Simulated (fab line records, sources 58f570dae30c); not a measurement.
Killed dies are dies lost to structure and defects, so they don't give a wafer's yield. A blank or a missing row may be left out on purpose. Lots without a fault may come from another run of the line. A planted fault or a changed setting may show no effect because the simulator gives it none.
Which tool did it? | flow berkeley_cmos170 | 7 lots, 21 wafers sampled, at 2 steps of a route of 331

WHAT THE GAUGES READ, wafer by wafer
UCB170_CONTACT_CD_MEAS_15: target cd 700 nm.
lot  | measured     | on        | cd_nm (nm)
L989 | day 8 00:05  | cd_sem-02 | 700.4 700.4 702.2
L994 | day 9 00:37  | cd_sem-02 | 700.9 701.4 700.9
L996 | day 9 18:01  | cd_sem-02 | 695.8 697.8 697.6
L100 | day 10 09:02 | cd_sem-02 | 699.5 700.2 699.7
L101 | day 10 23:54 | cd_sem-02 | 701.1 700.0 700.7
L108 | day 11 13:28 | cd_sem-01 | 687.2 686.8 687.1 687.0 686.5 687.1
L109 | day 12 12:58 | cd_sem-02 | 699.6 700.4 700.0

WHICH TOOL RAN EACH LOT (tool, then ch and the chambers of the sampled wafers, then the start)
lot  | UCB170_CONTACT_PEB_13
L989 | litho_track-01 ch 0, day 7 23:46
L994 | litho_track-02 ch 0, day 9 00:21
L996 | litho_track-01 ch 0, day 9 17:44
L100 | litho_track-03 ch 0, day 10 08:46
L101 | litho_track-02 ch 0, day 10 23:38
L108 | litho_track-02 ch 0, day 11 13:12
L109 | litho_track-03 ch 0, day 12 12:41
- UCB170_CONTACT_PEB_13

THE ANSWER, worked out from the rows above alone
Rule: what is usual is taken from the lots themselves. Put in order of their means at a reading, lots are off if they are a third of the lots or fewer, leave a main group of 4 or more, and stand apart from it by a gap of 3 or more times the standard deviation of the main group's means; of several such gaps the widest counts. A main group whose means are all the same, to the digits that the tables above print for the reading, isn't used. A lot without any number at a reading at which 4 lots or more have one is off too. The other lots that the step has rows for count as sound.
Off: L108, at UCB170_CONTACT_CD_MEAS_15 (cd_nm). The main group: mean 699.9 nm, standard deviation 1.4.
A tool fits if, at a process step before that reading, it ran every lot that is off, and no sound lot after the first of them. The gauges at UCB170_CONTACT_CD_MEAS_15 are tried like those tools. Can't be told from this: 2 tools fit, litho_track-02 at UCB170_CONTACT_PEB_13, cd_sem-01 at UCB170_CONTACT_CD_MEAS_15.

WHAT THE SIMULATOR HAD PUT IN
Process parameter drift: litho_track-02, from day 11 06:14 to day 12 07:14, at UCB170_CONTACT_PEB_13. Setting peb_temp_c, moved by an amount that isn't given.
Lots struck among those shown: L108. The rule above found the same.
